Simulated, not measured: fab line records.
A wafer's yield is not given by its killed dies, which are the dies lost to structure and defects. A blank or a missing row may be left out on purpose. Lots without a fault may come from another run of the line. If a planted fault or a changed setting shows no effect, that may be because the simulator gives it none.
A sampling plan put to the test ; flow berkeley_cmos170 ; 9 faults told of in these records, all on one fab line, each judged by the records of the lots it struck
The plan consists of the line's own looks: route steps at which the wafer is read by a gauge or an inspection but not changed. A look can be judged if struck wafers have a number there and the file gives its usual mean and standard deviation on fault-free wafers. Caught: 4 or more of those standard deviations (sigma) separate the usual mean from the mean of the struck wafers at a look after the fault's first step. On the tool: the identical test, applied to the tool's own readings at the steps of the fault. Another recipe on the struck wafers, or a record that is blank for them alone, also counts as caught.

== THE FAULTS, as the simulator had put them in ==
1. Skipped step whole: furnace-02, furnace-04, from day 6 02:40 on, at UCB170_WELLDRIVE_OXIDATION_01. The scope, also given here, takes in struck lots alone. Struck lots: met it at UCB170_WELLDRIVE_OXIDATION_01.
2. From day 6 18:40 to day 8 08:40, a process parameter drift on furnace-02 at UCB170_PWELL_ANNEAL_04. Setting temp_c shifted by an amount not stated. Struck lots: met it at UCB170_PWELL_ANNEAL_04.
3. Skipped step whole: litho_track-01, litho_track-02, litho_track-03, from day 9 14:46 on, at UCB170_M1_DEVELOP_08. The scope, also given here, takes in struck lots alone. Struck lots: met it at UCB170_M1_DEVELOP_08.
4. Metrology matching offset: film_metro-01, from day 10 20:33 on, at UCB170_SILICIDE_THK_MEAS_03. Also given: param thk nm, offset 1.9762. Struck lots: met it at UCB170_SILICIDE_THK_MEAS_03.
5. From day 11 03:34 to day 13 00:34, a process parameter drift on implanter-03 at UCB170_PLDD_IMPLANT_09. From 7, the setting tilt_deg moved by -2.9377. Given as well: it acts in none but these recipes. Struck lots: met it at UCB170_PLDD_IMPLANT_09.
6. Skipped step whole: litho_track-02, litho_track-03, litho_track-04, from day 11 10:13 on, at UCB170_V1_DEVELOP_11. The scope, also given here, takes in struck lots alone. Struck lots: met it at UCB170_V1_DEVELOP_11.
7. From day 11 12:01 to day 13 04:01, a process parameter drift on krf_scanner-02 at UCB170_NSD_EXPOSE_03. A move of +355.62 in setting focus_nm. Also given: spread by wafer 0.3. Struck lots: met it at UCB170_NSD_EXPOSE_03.
8. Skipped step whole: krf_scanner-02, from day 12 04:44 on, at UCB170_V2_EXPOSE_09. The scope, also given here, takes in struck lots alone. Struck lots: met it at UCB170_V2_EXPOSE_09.
9. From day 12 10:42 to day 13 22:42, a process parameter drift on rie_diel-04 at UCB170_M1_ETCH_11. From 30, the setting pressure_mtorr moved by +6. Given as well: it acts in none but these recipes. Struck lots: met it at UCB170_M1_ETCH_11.

== WHAT THE PLAN SAW ==
fault;on the tool itself;first look that catches it;reading, sigma;median hours from its first step to that look;hours from the fault's start to the first struck lot there;judged looks passed uncaught
1;the tool's record is blank for the struck wafers;no look after it can be judged;-;-;-;0
2;tube_center_temp_C +99 or beyond sigma;none of the 2 looks that can be judged after it;-;-;-;2
3;the tool's record is blank for the struck wafers;no look after it can be judged;-;-;-;0
4;SILICIDE_TI_THK +5.2 sigma;no look after it can be judged;-;-;-;0
5;tilt_deg -99 or beyond sigma;no look after it can be judged;-;-;-;0
6;the tool's record is blank for the struck wafers;no look after it can be judged;-;-;-;0
7;exposure_dose_mJ_cm2 -5.6 sigma;no look after it can be judged;-;-;-;0
8;no reading that can be judged;no look after it can be judged;-;-;-;0
9;chamber_pressure_mTorr +99 or beyond sigma;no look after it can be judged;-;-;-;0
A dash: the fault is not caught, or the number is missing from these records.

Caught at a look: 0 of 9. Caught on the tool: 8 of 9. By one or the other: 8 of 9.
Caught on the tool alone: faults 1, 2, 3, 4, 5, 6, 7, 9.
Caught by neither: fault 8.
